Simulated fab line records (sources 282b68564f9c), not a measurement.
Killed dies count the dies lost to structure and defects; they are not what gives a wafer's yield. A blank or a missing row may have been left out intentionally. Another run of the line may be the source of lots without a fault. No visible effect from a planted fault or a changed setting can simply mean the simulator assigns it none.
fab line records / flow rit_cmos
[record] lots = 14 wafers = 42 last_day = 7
route steps=202 shown FOX1@20 M1@202
lots with no fault: from the same line, run without faults
start_h: hours from the record's first day to the start of the lot's first wafer shown / wait_h: hours since the lot's step before / " identical to the entry in the row above / L1.1+2: several wafers, shown together as one row / - value missing, or start not given / * or withheld: withheld / < > ~ a bound
route shown NAME@n: NAME is a module with steps in the file, n the number in the route of the first one / usual: average and standard deviation across the fault-free wafers / same: alike in all rows / chamber/n: place in a boat / sites: readings site by site / _std_site: how widely they spread, as a standard deviation / _edge_site: inner sites' mean taken away from outer sites' mean / radius_mm: for every site, how far away it sits from the centre of the wafer / mask NAME#n: copy n / behind: the last tool/chamber to shape the wafer / hold: what put the lot on hold/how long, in hours/how the hold closed / device: which transistor (n, p or np) failed to switch / end of line: tests run on the same wafers once the route is complete / a step without rows: its recipe alone / killed: dies lost to structure and defects at the first sort, not the wafer's yield / map: a wafer's dies, x killed, . not, _ none there
set.NAME: setting as actually run; set.NAME@STEP: the setting as run at that earlier step / model.NAME: the simulator's own value behind a step, which no gauge read
the route's steps for a sample of lots (tables are steps, rows are wafers)
services: from which hour (start_h, from the record's first day; less than 0 if before it) a tool's chamber was out of use, for how many hours, and why
[[steps]]
[step RIT_FOX1_OXIDATION_00]
[recipe] temp_c = 1100 ambient = H2O target_thk_a = 3507 p_h2o_torr = 720 ox_time_s = 1130
[usual] spike_tc_centre_C = 1102.2/1.1 spike_tc_load_C = 1127/3.5 spike_tc_source_C = 1127/3.9 tube_center_temp_C = 1100/0.097 tube_center_temp_C_max = 1102.8/0.45 zone_power_centre_pct = 51/3.8
lot.wafer=L885.1 tool=furnace-03 chamber=0 start_h=20.52 wait_h=0.0 spike_tc_centre_C=1101.5 spike_tc_load_C=1124 spike_tc_source_C=1131 tube_center_temp_C=1099.9 tube_center_temp_C_max=1102.7 zone_power_centre_pct=52
lot.wafer=L885.5 tool=furnace-03 chamber=0 start_h=20.52 wait_h=0.0 spike_tc_centre_C=1101.7 spike_tc_load_C=1123 spike_tc_source_C=1130 tube_center_temp_C=1099.9 tube_center_temp_C_max=1102.8 zone_power_centre_pct=52
lot.wafer=L885.6 tool=furnace-03 chamber=0 start_h=20.52 wait_h=0.0 spike_tc_centre_C=1103.3 spike_tc_load_C=1121 spike_tc_source_C=1130 tube_center_temp_C=1100 tube_center_temp_C_max=1102.3 zone_power_centre_pct=52
lot.wafer=L886.2 tool=furnace-03 chamber=0 start_h=28.07 wait_h=2.5 spike_tc_centre_C=1102.2 spike_tc_load_C=1124 spike_tc_source_C=1130 tube_center_temp_C=1100.1 tube_center_temp_C_max=1102.9 zone_power_centre_pct=52
lot.wafer=L886.3 tool=furnace-03 chamber=0 start_h=28.07 wait_h=2.5 spike_tc_centre_C=1099.7 spike_tc_load_C=1124 spike_tc_source_C=1130 tube_center_temp_C=1100 tube_center_temp_C_max=1102.1 zone_power_centre_pct=51
lot.wafer=L886.6 tool=furnace-03 chamber=0 start_h=28.07 wait_h=2.5 spike_tc_centre_C=1102.5 spike_tc_load_C=1123 spike_tc_source_C=1131 tube_center_temp_C=1100.1 tube_center_temp_C_max=1103.4 zone_power_centre_pct=51
lot.wafer=L887.1 tool=furnace-03 chamber=0 start_h=34.46 wait_h=3.6 spike_tc_centre_C=1103.0 spike_tc_load_C=1125 spike_tc_source_C=1130 tube_center_temp_C=1100 tube_center_temp_C_max=1102.0 zone_power_centre_pct=52
lot.wafer=L887.3 tool=furnace-03 chamber=0 start_h=34.46 wait_h=3.6 spike_tc_centre_C=1101.6 spike_tc_load_C=1125 spike_tc_source_C=1131 tube_center_temp_C=1100.1 tube_center_temp_C_max=1103.3 zone_power_centre_pct=51
lot.wafer=L887.6 tool=furnace-03 chamber=0 start_h=34.46 wait_h=3.6 spike_tc_centre_C=1102.3 spike_tc_load_C=1125 spike_tc_source_C=1132 tube_center_temp_C=1099.9 tube_center_temp_C_max=1102.0 zone_power_centre_pct=51
lot.wafer=L889.2 tool=furnace-03 chamber=0 start_h=42.36 wait_h=0.0 spike_tc_centre_C=1102.4 spike_tc_load_C=1121 spike_tc_source_C=1132 tube_center_temp_C=1099.8 tube_center_temp_C_max=1102.5 zone_power_centre_pct=52
lot.wafer=L889.4 tool=furnace-03 chamber=0 start_h=42.36 wait_h=0.0 spike_tc_centre_C=1100.9 spike_tc_load_C=1124 spike_tc_source_C=1131 tube_center_temp_C=1099.8 tube_center_temp_C_max=1102.4 zone_power_centre_pct=52
lot.wafer=L889.5 tool=furnace-03 chamber=0 start_h=42.36 wait_h=0.0 spike_tc_centre_C=1101.3 spike_tc_load_C=1121 spike_tc_source_C=1132 tube_center_temp_C=1100.1 tube_center_temp_C_max=1103.5 zone_power_centre_pct=51
lot.wafer=L890.3 tool=furnace-01 chamber=0 start_h=47.93 wait_h=1.2 spike_tc_centre_C=1103.2 spike_tc_load_C=1126 spike_tc_source_C=1127 tube_center_temp_C=1100 tube_center_temp_C_max=1103.1 zone_power_centre_pct=45
lot.wafer=L890.4 tool=furnace-01 chamber=0 start_h=47.93 wait_h=1.2 spike_tc_centre_C=1102.2 spike_tc_load_C=1128 spike_tc_source_C=1125 tube_center_temp_C=1100 tube_center_temp_C_max=1102.2 zone_power_centre_pct=46
lot.wafer=L890.6 tool=furnace-01 chamber=0 start_h=47.93 wait_h=1.2 spike_tc_centre_C=1102.1 spike_tc_load_C=1127 spike_tc_source_C=1127 tube_center_temp_C=1100.1 tube_center_temp_C_max=1102.9 zone_power_centre_pct=46
lot.wafer=L891.3 tool=furnace-01 chamber=0 start_h=51.79 wait_h=0.0 spike_tc_centre_C=1102.0 spike_tc_load_C=1128 spike_tc_source_C=1125 tube_center_temp_C=1100.1 tube_center_temp_C_max=1102.7 zone_power_centre_pct=45
lot.wafer=L891.4 tool=furnace-01 chamber=0 start_h=51.79 wait_h=0.0 spike_tc_centre_C=1104.9 spike_tc_load_C=1128 spike_tc_source_C=1128 tube_center_temp_C=1100 tube_center_temp_C_max=1102.9 zone_power_centre_pct=46
lot.wafer=L891.6 tool=furnace-01 chamber=0 start_h=51.79 wait_h=0.0 spike_tc_centre_C=1103.4 spike_tc_load_C=1127 spike_tc_source_C=1124 tube_center_temp_C=1100.1 tube_center_temp_C_max=1102.4 zone_power_centre_pct=45
lot.wafer=L893.2 tool=furnace-03 chamber=0 start_h=62.25 wait_h=0.9 spike_tc_centre_C=1103.2 spike_tc_load_C=1123 spike_tc_source_C=1130 tube_center_temp_C=1100.1 tube_center_temp_C_max=1102.1 zone_power_centre_pct=52
lot.wafer=L893.4 tool=furnace-03 chamber=0 start_h=62.25 wait_h=0.9 spike_tc_centre_C=1102.9 spike_tc_load_C=1123 spike_tc_source_C=1131 tube_center_temp_C=1100 tube_center_temp_C_max=1102.7 zone_power_centre_pct=52
lot.wafer=L893.6 tool=furnace-03 chamber=0 start_h=62.25 wait_h=0.9 spike_tc_centre_C=1104.1 spike_tc_load_C=1123 spike_tc_source_C=1132 tube_center_temp_C=1100.1 tube_center_temp_C_max=1103.0 zone_power_centre_pct=52
lot.wafer=L894.3 tool=furnace-03 chamber=0 start_h=67.50 wait_h=1.8 spike_tc_centre_C=1102.0 spike_tc_load_C=1123 spike_tc_source_C=1131 tube_center_temp_C=1100.2 tube_center_temp_C_max=1103.4 zone_power_centre_pct=52
lot.wafer=L894.4 tool=furnace-03 chamber=0 start_h=67.50 wait_h=1.8 spike_tc_centre_C=1100.2 spike_tc_load_C=1122 spike_tc_source_C=1134 tube_center_temp_C=1099.9 tube_center_temp_C_max=1102.6 zone_power_centre_pct=52
lot.wafer=L894.5 tool=furnace-03 chamber=0 start_h=67.50 wait_h=1.8 spike_tc_centre_C=1102.1 spike_tc_load_C=1124 spike_tc_source_C=1132 tube_center_temp_C=1100 tube_center_temp_C_max=1102.8 zone_power_centre_pct=52
lot.wafer=L895.2 tool=furnace-03 chamber=0 start_h=71.39 wait_h=0.0 spike_tc_centre_C=1063.1 spike_tc_load_C=1082 spike_tc_source_C=1089 tube_center_temp_C=1060 tube_center_temp_C_max=1063.3 zone_power_centre_pct=49
lot.wafer=L895.3 tool=furnace-03 chamber=0 start_h=71.39 wait_h=0.0 spike_tc_centre_C=1062.9 spike_tc_load_C=1082 spike_tc_source_C=1089 tube_center_temp_C=1060 tube_center_temp_C_max=1062.7 zone_power_centre_pct=49
lot.wafer=L895.5 tool=furnace-03 chamber=0 start_h=71.39 wait_h=0.0 spike_tc_centre_C=1062.5 spike_tc_load_C=1080 spike_tc_source_C=1090 tube_center_temp_C=1059.8 tube_center_temp_C_max=1062.1 zone_power_centre_pct=49
lot.wafer=L897.4 tool=furnace-03 chamber=0 start_h=80.89 wait_h=0.0 spike_tc_centre_C=1061.8 spike_tc_load_C=1083 spike_tc_source_C=1093 tube_center_temp_C=1059.9 tube_center_temp_C_max=1062.5 zone_power_centre_pct=49
lot.wafer=L897.5 tool=furnace-03 chamber=0 start_h=80.89 wait_h=0.0 spike_tc_centre_C=1063.7 spike_tc_load_C=1083 spike_tc_source_C=1090 tube_center_temp_C=1060 tube_center_temp_C_max=1062.7 zone_power_centre_pct=49
lot.wafer=L897.6 tool=furnace-03 chamber=0 start_h=80.89 wait_h=0.0 spike_tc_centre_C=1061.9 spike_tc_load_C=1083 spike_tc_source_C=1090 tube_center_temp_C=1060.1 tube_center_temp_C_max=1063.7 zone_power_centre_pct=49
lot.wafer=L899.2 tool=furnace-04 chamber=0 start_h=90.60 wait_h=0.0 spike_tc_centre_C=1100.7 spike_tc_load_C=1132 spike_tc_source_C=1123 tube_center_temp_C=1100.1 tube_center_temp_C_max=1103.1 zone_power_centre_pct=56
lot.wafer=L899.3 tool=furnace-04 chamber=0 start_h=90.60 wait_h=0.0 spike_tc_centre_C=1101.5 spike_tc_load_C=1132 spike_tc_source_C=1123 tube_center_temp_C=1100.2 tube_center_temp_C_max=1102.7 zone_power_centre_pct=56
lot.wafer=L899.5 tool=furnace-04 chamber=0 start_h=90.60 wait_h=0.0 spike_tc_centre_C=1101.5 spike_tc_load_C=1131 spike_tc_source_C=1122 tube_center_temp_C=1100.1 tube_center_temp_C_max=1102.8 zone_power_centre_pct=56
lot.wafer=L904.2 tool=furnace-01 chamber=0 start_h=115.57 wait_h=0.0 spike_tc_centre_C=1103.6 spike_tc_load_C=1128 spike_tc_source_C=1124 tube_center_temp_C=1100.1 tube_center_temp_C_max=1103.2 zone_power_centre_pct=45
lot.wafer=L904.5 tool=furnace-01 chamber=0 start_h=115.57 wait_h=0.0 spike_tc_centre_C=1103.3 spike_tc_load_C=1129 spike_tc_source_C=1124 tube_center_temp_C=1100 tube_center_temp_C_max=1102.7 zone_power_centre_pct=46
lot.wafer=L904.6 tool=furnace-01 chamber=0 start_h=115.57 wait_h=0.0 spike_tc_centre_C=1101.2 spike_tc_load_C=1129 spike_tc_source_C=1125 tube_center_temp_C=1100.1 tube_center_temp_C_max=1102.4 zone_power_centre_pct=46
lot.wafer=L906.1 tool=furnace-04 chamber=0 start_h=125.63 wait_h=0.0 spike_tc_centre_C=1099.0 spike_tc_load_C=1132 spike_tc_source_C=1125 tube_center_temp_C=1100 tube_center_temp_C_max=1102.7 zone_power_centre_pct=57
lot.wafer=L906.4 tool=furnace-04 chamber=0 start_h=125.63 wait_h=0.0 spike_tc_centre_C=1101.8 spike_tc_load_C=1131 spike_tc_source_C=1122 tube_center_temp_C=1100.1 tube_center_temp_C_max=1103.9 zone_power_centre_pct=56
lot.wafer=L906.6 tool=furnace-04 chamber=0 start_h=125.63 wait_h=0.0 spike_tc_centre_C=1101.2 spike_tc_load_C=1132 spike_tc_source_C=1124 tube_center_temp_C=1100.1 tube_center_temp_C_max=1102.9 zone_power_centre_pct=55
lot.wafer=L907.1 tool=furnace-04 chamber=0 start_h=130.52 wait_h=0.0 spike_tc_centre_C=1101.3 spike_tc_load_C=1131 spike_tc_source_C=1121 tube_center_temp_C=1100 tube_center_temp_C_max=1102.8 zone_power_centre_pct=56
lot.wafer=L907.2 tool=furnace-04 chamber=0 start_h=130.52 wait_h=0.0 spike_tc_centre_C=1101.7 spike_tc_load_C=1131 spike_tc_source_C=1123 tube_center_temp_C=1100.1 tube_center_temp_C_max=1102.8 zone_power_centre_pct=56
lot.wafer=L907.6 tool=furnace-04 chamber=0 start_h=130.52 wait_h=0.0 spike_tc_centre_C=1101.1 spike_tc_load_C=1131 spike_tc_source_C=1122 tube_center_temp_C=1099.8 tube_center_temp_C_max=1102.8 zone_power_centre_pct=56
[step RIT_FOX1_THK_MEAS_01]
[recipe] reads = SiO2_of_FOX1_OXIDATION_00
[usual] FOX1_OXIDE_THK = 350/8.9
lot.wafer=L885.1 tool=film_metro-02 chamber=- start_h=21.83 wait_h=0.0 FOX1_OXIDE_THK[nm]=343
lot.wafer=L885.5 tool=film_metro-02 chamber=- start_h=21.83 wait_h=0.0 FOX1_OXIDE_THK[nm]=338
lot.wafer=L885.6 tool=film_metro-02 chamber=- start_h=21.83 wait_h=0.0 FOX1_OXIDE_THK[nm]=343
lot.wafer=L886.2 tool=film_metro-03 chamber=- start_h=29.39 wait_h=0.0 FOX1_OXIDE_THK[nm]=348
lot.wafer=L886.3 tool=film_metro-03 chamber=- start_h=29.39 wait_h=0.0 FOX1_OXIDE_THK[nm]=346
lot.wafer=L886.6 tool=film_metro-03 chamber=- start_h=29.39 wait_h=0.0 FOX1_OXIDE_THK[nm]=349
lot.wafer=L887.1 tool=film_metro-04 chamber=- start_h=35.78 wait_h=0.0 FOX1_OXIDE_THK[nm]=342
lot.wafer=L887.3 tool=film_metro-04 chamber=- start_h=35.78 wait_h=0.0 FOX1_OXIDE_THK[nm]=339
lot.wafer=L887.6 tool=film_metro-04 chamber=- start_h=35.78 wait_h=0.0 FOX1_OXIDE_THK[nm]=343
lot.wafer=L889.2 tool=film_metro-04 chamber=- start_h=43.69 wait_h=0.0 FOX1_OXIDE_THK[nm]=340
lot.wafer=L889.4 tool=film_metro-04 chamber=- start_h=43.69 wait_h=0.0 FOX1_OXIDE_THK[nm]=342
lot.wafer=L889.5 tool=film_metro-04 chamber=- start_h=43.69 wait_h=0.0 FOX1_OXIDE_THK[nm]=345
lot.wafer=L890.3 tool=film_metro-03 chamber=- start_h=49.26 wait_h=0.0 FOX1_OXIDE_THK[nm]=355
lot.wafer=L890.4 tool=film_metro-03 chamber=- start_h=49.26 wait_h=0.0 FOX1_OXIDE_THK[nm]=360
lot.wafer=L890.6 tool=film_metro-03 chamber=- start_h=49.26 wait_h=0.0 FOX1_OXIDE_THK[nm]=359
lot.wafer=L891.3 tool=film_metro-03 chamber=- start_h=53.13 wait_h=0.0 FOX1_OXIDE_THK[nm]=354
lot.wafer=L891.4 tool=film_metro-03 chamber=- start_h=53.13 wait_h=0.0 FOX1_OXIDE_THK[nm]=350
lot.wafer=L891.6 tool=film_metro-03 chamber=- start_h=53.13 wait_h=0.0 FOX1_OXIDE_THK[nm]=362
lot.wafer=L893.2 tool=film_metro-03 chamber=- start_h=63.57 wait_h=0.0 FOX1_OXIDE_THK[nm]=346
lot.wafer=L893.4 tool=film_metro-03 chamber=- start_h=63.57 wait_h=0.0 FOX1_OXIDE_THK[nm]=342
lot.wafer=L893.6 tool=film_metro-03 chamber=- start_h=63.57 wait_h=0.0 FOX1_OXIDE_THK[nm]=348
lot.wafer=L894.3 tool=film_metro-04 chamber=- start_h=68.83 wait_h=0.0 FOX1_OXIDE_THK[nm]=340
lot.wafer=L894.4 tool=film_metro-04 chamber=- start_h=68.83 wait_h=0.0 FOX1_OXIDE_THK[nm]=343
lot.wafer=L894.5 tool=film_metro-04 chamber=- start_h=68.83 wait_h=0.0 FOX1_OXIDE_THK[nm]=337
lot.wafer=L895.2 tool=film_metro-04 chamber=- start_h=72.72 wait_h=0.0 FOX1_OXIDE_THK[nm]=273
lot.wafer=L895.3 tool=film_metro-04 chamber=- start_h=72.72 wait_h=0.0 FOX1_OXIDE_THK[nm]=269
lot.wafer=L895.5 tool=film_metro-04 chamber=- start_h=72.72 wait_h=0.0 FOX1_OXIDE_THK[nm]=270
lot.wafer=L897.4 tool=film_metro-04 chamber=- start_h=82.23 wait_h=0.0 FOX1_OXIDE_THK[nm]=263
lot.wafer=L897.5 tool=film_metro-04 chamber=- start_h=82.23 wait_h=0.0 FOX1_OXIDE_THK[nm]=260
lot.wafer=L897.6 tool=film_metro-04 chamber=- start_h=82.23 wait_h=0.0 FOX1_OXIDE_THK[nm]=265
lot.wafer=L899.2 tool=film_metro-02 chamber=- start_h=91.92 wait_h=0.0 FOX1_OXIDE_THK[nm]=356
lot.wafer=L899.3 tool=film_metro-02 chamber=- start_h=91.92 wait_h=0.0 FOX1_OXIDE_THK[nm]=359
lot.wafer=L899.5 tool=film_metro-02 chamber=- start_h=91.92 wait_h=0.0 FOX1_OXIDE_THK[nm]=345
lot.wafer=L904.2 tool=film_metro-03 chamber=- start_h=116.90 wait_h=0.0 FOX1_OXIDE_THK[nm]=360
lot.wafer=L904.5 tool=film_metro-03 chamber=- start_h=116.90 wait_h=0.0 FOX1_OXIDE_THK[nm]=360
lot.wafer=L904.6 tool=film_metro-03 chamber=- start_h=116.90 wait_h=0.0 FOX1_OXIDE_THK[nm]=356
lot.wafer=L906.1 tool=film_metro-03 chamber=- start_h=126.94 wait_h=0.0 FOX1_OXIDE_THK[nm]=351
lot.wafer=L906.4 tool=film_metro-03 chamber=- start_h=126.94 wait_h=0.0 FOX1_OXIDE_THK[nm]=353
lot.wafer=L906.6 tool=film_metro-03 chamber=- start_h=126.94 wait_h=0.0 FOX1_OXIDE_THK[nm]=355
lot.wafer=L907.1 tool=film_metro-03 chamber=- start_h=131.83 wait_h=0.0 FOX1_OXIDE_THK[nm]=353
lot.wafer=L907.2 tool=film_metro-03 chamber=- start_h=131.83 wait_h=0.0 FOX1_OXIDE_THK[nm]=350
lot.wafer=L907.6 tool=film_metro-03 chamber=- start_h=131.83 wait_h=0.0 FOX1_OXIDE_THK[nm]=357
[step RIT_M1_PROBE_99]
[usual] killed_at_M0_to_M3 = 0.0/0.2 killed_at_contacts = 0.2/0.38 killed_at_front_end = 6.7/3 killed_dies = 6.9/3 killed_on_rim = 1.8/1.4 killed_open = 3.5/1.9 killed_short = 3.3/2
[same] gross_dies = 264 killed_at_M4_up = 0 killed_at_back_side = 0 killed_at_other = 0
lot.wafer=L886.2 tool=prober-01 chamber=- start_h=73.72 wait_h=0.1 killed_at_M0_to_M3=0 killed_at_contacts=0 killed_at_front_end=14 killed_dies=14 killed_on_rim=3 killed_open=3 killed_short=11
lot.wafer=L886.3 tool=prober-01 chamber=- start_h=73.77 wait_h=0.2 killed_at_M0_to_M3=0 killed_at_contacts=0 killed_at_front_end=15 killed_dies=15 killed_on_rim=4 killed_open=9 killed_short=6
lot.wafer=L886.6 tool=prober-01 chamber=- start_h=73.92 wait_h=0.2 killed_at_M0_to_M3=0 killed_at_contacts=0 killed_at_front_end=6 killed_dies=6 killed_on_rim=1 killed_open=3 killed_short=3
lot.wafer=L889.2 tool=prober-02 chamber=- start_h=89.03 wait_h=0.1 killed_at_M0_to_M3=0 killed_at_contacts=0 killed_at_front_end=9 killed_dies=9 killed_on_rim=1 killed_open=4 killed_short=5
lot.wafer=L889.4 tool=prober-02 chamber=- start_h=89.13 wait_h=0.2 killed_at_M0_to_M3=0 killed_at_contacts=0 killed_at_front_end=7 killed_dies=7 killed_on_rim=2 killed_open=3 killed_short=4
lot.wafer=L889.5 tool=prober-02 chamber=- start_h=89.18 wait_h=0.2 killed_at_M0_to_M3=0 killed_at_contacts=0 killed_at_front_end=4 killed_dies=4 killed_on_rim=0 killed_open=2 killed_short=2
lot.wafer=L895.2 tool=prober-02 chamber=- start_h=113.90 wait_h=0.1 killed_at_M0_to_M3=0 killed_at_contacts=0 killed_at_front_end=6 killed_dies=6 killed_on_rim=0 killed_open=1 killed_short=5
lot.wafer=L895.3 tool=prober-02 chamber=- start_h=113.95 wait_h=0.2 killed_at_M0_to_M3=0 killed_at_contacts=1 killed_at_front_end=6 killed_dies=7 killed_on_rim=3 killed_open=5 killed_short=2
lot.wafer=L895.5 tool=prober-02 chamber=- start_h=114.05 wait_h=0.2 killed_at_M0_to_M3=0 killed_at_contacts=0 killed_at_front_end=5 killed_dies=5 killed_on_rim=0 killed_open=5 killed_short=0
// killed by level:class
L886.2 REOX:geometric_particle:short=3 SPACER:geometric_particle:short=3 SILICIDE:geometric_particle:short=3 REOX:geometric_particle:open=2 FOX2:geometric_particle:open=1 FOX2:geometric_particle:short=1 GATE:geometric_particle:short=1
L886.3 SPACER:geometric_particle:open=5 GATE:geometric_particle:open=3 SPACER:geometric_particle:short=3 FOX2:geometric_particle:open=1 GATE:geometric_particle:short=1 REOX:geometric_particle:short=1 SILICIDE:geometric_particle:short=1
L886.6 GATE:geometric_particle:short=2 FOX2:geometric_particle:open=1 REOX:geometric_particle:open=1 REOX:geometric_particle:short=1 SILICIDE:geometric_particle:open=1
L889.2 GATE:geometric_particle:short=3 GATE:geometric_particle:open=2 FOX1:geometric_particle:open=1 FOX2:geometric_particle:short=1 REOX:geometric_particle:short=1 SPACER:geometric_particle:open=1
L889.4 FOX2:geometric_particle:short=2 SILICIDE:geometric_particle:open=2 GATE:geometric_particle:open=1 GATE:geometric_particle:short=1 REOX:geometric_particle:short=1
L889.5 FOX2:geometric_particle:short=2 REOX:geometric_particle:open=1 SPACER:geometric_particle:open=1
L895.2 GATE:geometric_particle:short=2 REOX:geometric_particle:short=2 FOX1:geometric_particle:short=1 GATE:geometric_particle:open=1
L895.3 SPACER:geometric_particle:open=2 FOX1:geometric_particle:open=1 FOX2:geometric_particle:open=1 GATE:geometric_particle:short=1 GATE:geometric_particle:open=1 CONTACT:geometric_particle:short=1
L895.5 SPACER:geometric_particle:open=2 FOX1:geometric_particle:open=1 GATE:geometric_particle:open=1 REOX:geometric_particle:open=1
[[services]]
tool=furnace-03 chamber=- start_h=2.85 hours=3.7 kind=pm
tool=furnace-03 chamber=- start_h=6.53 hours=1.4 kind=pm
tool=furnace-04 chamber=- start_h=26.33 hours=3.9 kind=pm
tool=furnace-04 chamber=- start_h=31.56 hours=16.5 kind=pm
tool=furnace-01 chamber=- start_h=60.62 hours=2.9 kind=pm
tool=furnace-03 chamber=- start_h=63.56 hours=3.9 kind=pm
[[key]]
[first_sign] step = RIT_FOX1_OXIDATION_00 reading = tube_center_temp_C direction = down sigmas = 99+ usual = * struck = *
[effect] step = RIT_FOX1_OXIDATION_00 reading = tube_center_temp_C_max direction = down sigmas = 88 usual = * struck = *
[effect] step = RIT_FOX1_THK_MEAS_01 reading = FOX1_OXIDE_THK direction = down sigmas = 9.3 usual = 350 struck = 267
met_at RIT_FOX1_OXIDATION_00
struck_lots L895,L897
tester_left_out L895,L897
onset_between 67.50 71.39
[fault] kind = process_parameter_drift tool = furnace-03 chamber = - onset_h = 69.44 steps = RIT_FOX1_OXIDATION_00 channel = temp_c offset = * shape = step end_h = 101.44 acts_in = * stated = *
// tester_left_out: of these lots the tester's yield and bins aren't shown, on N5 and GAA mostly nor the transistor test; their killed dies are dies lost to structure and defects alone, not to doping, threshold or leakage, so they don't give the yield
